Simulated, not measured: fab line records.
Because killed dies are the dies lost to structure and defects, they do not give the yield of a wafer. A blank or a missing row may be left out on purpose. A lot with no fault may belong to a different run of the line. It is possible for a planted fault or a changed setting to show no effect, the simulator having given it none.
Which tool did it?    flow rit_cmos    Sampling: 7 lots, 21 wafers, 5 of 202 route steps

== WHAT EACH GAUGE READ, for each wafer ==
RIT_M1_CD_MEAS_90: the cd target is 2600 nm.
lot   measured     on         cd_nm (nm)
L350  day 3 17:32  cd_sem-02  2601.1 2599.9 2599.8
L354  day 4 12:33  cd_sem-01  2601.1 2596.7 2598.1
L356  day 4 23:40  cd_sem-02  2595.4 2597.9 2596.0
L358  day 5 10:25  cd_sem-02  2606.4 2604.8 2605.1
L365  day 6 19:59  cd_sem-02  2601.2 2599.3 2602.4
L367  day 7 07:27  cd_sem-02  2598.1 2598.6 2599.1
L371  day 8 04:15  cd_sem-02  2603.2 2601.5 2604.3

== WHICH TOOL RAN EACH LOT (tool, then ch and the chambers of the sampled wafers, then the start) ==
lot   RIT_NSD_STRIP_09                     RIT_SDANNEAL_RTA_03              RIT_SILICIDE_RTA_06              RIT_M1_METAL_ETCH_12
L350  plasma_asher-02 ch 0,1, day 3 09:43  rtp_anneal-01 ch 0, day 3 11:49  rtp_anneal-01 ch 0, day 3 12:49  rie_metal-01 ch 0,1, day 3 16:59
L354  plasma_asher-01 ch 0,1, day 4 04:49  rtp_anneal-01 ch 0, day 4 06:51  rtp_anneal-01 ch 0, day 4 07:50  rie_metal-03 ch 0,1, day 4 12:02
L356  plasma_asher-02 ch 0,1, day 4 15:59  rtp_anneal-01 ch 0, day 4 18:06  rtp_anneal-01 ch 0, day 4 19:05  rie_metal-01 ch 0,1, day 4 23:10
L358  plasma_asher-03 ch 0,1, day 5 02:30  rtp_anneal-01 ch 0, day 5 04:40  rtp_anneal-01 ch 0, day 5 05:39  rie_metal-02 ch 0,1, day 5 09:53
L365  plasma_asher-02 ch 0,1, day 6 12:08  rtp_anneal-02 ch 0, day 6 14:19  rtp_anneal-02 ch 0, day 6 15:19  rie_metal-01 ch 0,1, day 6 19:29
L367  plasma_asher-01 ch 0,1, day 6 23:37  rtp_anneal-02 ch 0, day 7 01:37  rtp_anneal-02 ch 0, day 7 02:36  rie_metal-01 ch 0,1, day 7 06:57
L371  plasma_asher-03 ch 0,1, day 7 20:38  rtp_anneal-02 ch 0, day 7 22:40  rtp_anneal-02 ch 0, day 7 23:40  rie_metal-02 ch 1, day 8 03:43
- RIT_NSD_STRIP_09: strips in O2, time 180 s.
- RIT_SDANNEAL_RTA_03: time 5 s.
- RIT_SILICIDE_RTA_06: time 10 s, ramp up 5 s, ramp down 10 s.
- RIT_M1_METAL_ETCH_12: etches Al in Cl2/BCl3, stops on SiO2, time 165 s, target depth 600 nm.

== THE ANSWER, worked out from the rows above alone ==
Rule: usual is defined by the lots themselves. The widest of any qualifying gaps counts: lots, ordered by their means at a reading, are off when they make up no more than a third of the lots, leave a main group of 4 or more, and stand apart from it by 3 or more times the standard deviation of that group's means. A main group is skipped when, at the precision printed for the reading in the tables above, its means are all equal. Also off: a lot with no number at a reading for which 4 or more lots have one. All remaining lots with rows at the step are treated as sound.
No lot is off at any reading shown: from this, nothing can be told.

== WHAT WAS PUT IN BY THE SIMULATOR ==
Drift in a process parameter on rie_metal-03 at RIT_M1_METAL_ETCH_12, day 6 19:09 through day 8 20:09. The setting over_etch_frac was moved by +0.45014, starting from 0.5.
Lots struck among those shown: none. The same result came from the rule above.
